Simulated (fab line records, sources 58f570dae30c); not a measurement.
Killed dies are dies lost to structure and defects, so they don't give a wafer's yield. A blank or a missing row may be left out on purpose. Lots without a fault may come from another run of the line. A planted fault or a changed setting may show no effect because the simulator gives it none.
Which tool did it? | flow berkeley_cmos170 | 15 lots, 39 wafers sampled, at 4 steps of a route of 331

WHAT THE GAUGES READ, wafer by wafer
UCB170_V1_OVL_MEAS_13.
lot  | measured     | on         | V1_OVL (nm)
L336 | day 7 05:04  | overlay-02 | 0 8 3
L339 | day 7 15:55  | overlay-01 | -8 -4 -5
L338 | day 7 16:55  | overlay-01 | -1 -5 0
L337 | day 7 17:22  | overlay-02 | -1 -5 1
L340 | day 8 07:16  | overlay-02 | 6 -3 0
L341 | day 8 07:55  | overlay-01 | 6 3 -1
L342 | day 8 18:51  | overlay-01 | -4 -9 -3
L345 | day 9 13:41  | overlay-02 | 2
L347 | day 9 14:12  | overlay-01 | 6
L349 | day 10 03:08 | overlay-01 | 2
L352 | day 10 18:46 | overlay-02 | -4 -13 -1
L350 | day 10 19:14 | overlay-01 | -2 -1 1
L353 | day 10 20:43 | overlay-01 | 6 -4 7
L355 | day 11 20:32 | overlay-01 | 4 2 1
L358 | day 12 15:06 | overlay-02 | 2 3 1

UCB170_M2_THK_MEAS_03: measures by xrf.
lot  | measured     | on            | M2_AL_THK (nm)
L336 | day 7 05:46  | film_metro-04 | 919 915 924
L339 | day 7 16:37  | film_metro-04 | 899 914 916
L338 | day 7 17:38  | film_metro-03 | 911 915 917
L337 | day 7 18:05  | film_metro-04 | 897 896 901
L340 | day 8 07:58  | film_metro-04 | 911 895 912
L341 | day 8 08:38  | film_metro-03 | 944 938 950
L342 | day 8 19:34  | film_metro-04 | 912 899 906
L345 | day 9 14:25  | film_metro-03 | 932
L347 | day 9 14:55  | film_metro-02 | 916
L349 | day 10 03:52 | film_metro-03 | 943
L352 | day 10 19:29 | film_metro-02 | 897 904 902
L350 | day 10 19:56 | film_metro-04 | 913 928 938
L353 | day 10 21:26 | film_metro-03 | 934 936 939
L355 | day 11 21:14 | film_metro-02 | 918 925 921
L358 | day 12 15:49 | film_metro-04 | 926 906 915

UCB170_M3_CD_MEAS_15: target cd 700 nm.
lot  | measured     | on        | cd_nm (nm)
L336 | day 7 14:00  | cd_sem-01 | 700.4 700.2 700.4
L339 | day 8 00:13  | cd_sem-01 | 701.8 700.3 701.0
L338 | day 8 01:19  | cd_sem-01 | 699.1 699.4 698.4
L337 | day 8 01:49  | cd_sem-01 | 698.9 699.2 699.1
L340 | day 8 15:50  | cd_sem-02 | 701.4 700.4 701.6
L341 | day 8 16:10  | cd_sem-01 | 699.4 701.1 699.1
L342 | day 9 02:47  | cd_sem-02 | 698.6 699.4 698.1
L345 | day 9 21:47  | cd_sem-01 | 701.1
L347 | day 9 22:48  | cd_sem-01 | 700.4
L349 | day 10 12:01 | cd_sem-01 | 700.5
L352 | day 11 02:50 | cd_sem-01 | 698.9 698.8 698.6
L350 | day 11 03:25 | cd_sem-02 | 701.0 700.3 699.1
L353 | day 11 04:18 | cd_sem-01 | 700.7 701.6 701.9
L355 | day 12 05:38 | cd_sem-01 | 699.7 700.2 699.5
L358 | day 12 23:18 | cd_sem-02 | 700.5 700.6 699.3

WHICH TOOL RAN EACH LOT (tool, then ch and the chambers of the sampled wafers, then the start)
lot  | UCB170_M2_STRIP_19
L336 | plasma_asher-01 ch 0,1, day 7 07:55
L339 | plasma_asher-04 ch 0,1, day 7 19:19
L338 | plasma_asher-01 ch 0,1, day 7 20:08
L337 | plasma_asher-03 ch 0,1, day 7 20:26
L340 | plasma_asher-03 ch 0,1, day 8 10:41
L341 | plasma_asher-03 ch 0,1, day 8 10:58
L342 | plasma_asher-04 ch 0,1, day 8 22:17
L345 | plasma_asher-04 ch 1, day 9 17:01
L347 | plasma_asher-04 ch 1, day 9 17:56
L349 | plasma_asher-04 ch 1, day 10 06:55
L352 | plasma_asher-03 ch 0,1, day 10 21:56
L350 | plasma_asher-03 ch 0, day 10 22:29
L353 | plasma_asher-01 ch 0,1, day 10 23:40
L355 | plasma_asher-03 ch 0,1, day 12 00:40
L358 | plasma_asher-03 ch 0,1, day 12 18:08
- UCB170_M2_STRIP_19: strips in O2.

WHAT THE TOOLS THEMSELVES READ (means of the sampled wafers that have a number; where no wafer has one, the mark that the record gives instead)
UCB170_M2_STRIP_19.
lot  | tool            | drypump_motor_current_A (A) | oes_product_au (a.u.)
L336 | plasma_asher-01 | 5.2                         | 0.523
L339 | plasma_asher-04 | 5.8                         | 0.540
L338 | plasma_asher-01 | 5.2                         | 0.541
L337 | plasma_asher-03 | 6.0                         | 0.530
L340 | plasma_asher-03 | 6.2                         | 0.549
L341 | plasma_asher-03 | 6.1                         | 0.535
L342 | plasma_asher-04 | 5.8                         | 0.549
L345 | plasma_asher-04 | 5.9                         | 0.552
L347 | plasma_asher-04 | 5.9                         | 0.561
L349 | plasma_asher-04 | 5.9                         | 0.558
L352 | plasma_asher-03 | 6.0                         | 0.531
L350 | plasma_asher-03 | 6.3                         | 0.538
L353 | plasma_asher-01 | 5.4                         | 0.527
L355 | plasma_asher-03 | 6.2                         | 0.531
L358 | plasma_asher-03 | 6.2                         | 0.546

THE ANSWER, worked out from the rows above alone
Rule: what is usual is taken from the lots themselves. Put in order of their means at a reading, lots are off if they are a third of the lots or fewer, leave a main group of 4 or more, and stand apart from it by a gap of 3 or more times the standard deviation of the main group's means; of several such gaps the widest counts. A main group whose means are all the same, to the digits that the tables above print for the reading, isn't used. A lot without any number at a reading at which 4 lots or more have one is off too. The other lots that the step has rows for count as sound. The gauges are gone through in route order, then the tools' own readings, and for those a lot's mean is taken as printed above. The first step at which some lot is off is used, and at that step the reading that is off furthest; a lot without a number counts as furthest.
No lot is off at any reading shown: from this, nothing can be told.

WHAT THE SIMULATOR HAD PUT IN
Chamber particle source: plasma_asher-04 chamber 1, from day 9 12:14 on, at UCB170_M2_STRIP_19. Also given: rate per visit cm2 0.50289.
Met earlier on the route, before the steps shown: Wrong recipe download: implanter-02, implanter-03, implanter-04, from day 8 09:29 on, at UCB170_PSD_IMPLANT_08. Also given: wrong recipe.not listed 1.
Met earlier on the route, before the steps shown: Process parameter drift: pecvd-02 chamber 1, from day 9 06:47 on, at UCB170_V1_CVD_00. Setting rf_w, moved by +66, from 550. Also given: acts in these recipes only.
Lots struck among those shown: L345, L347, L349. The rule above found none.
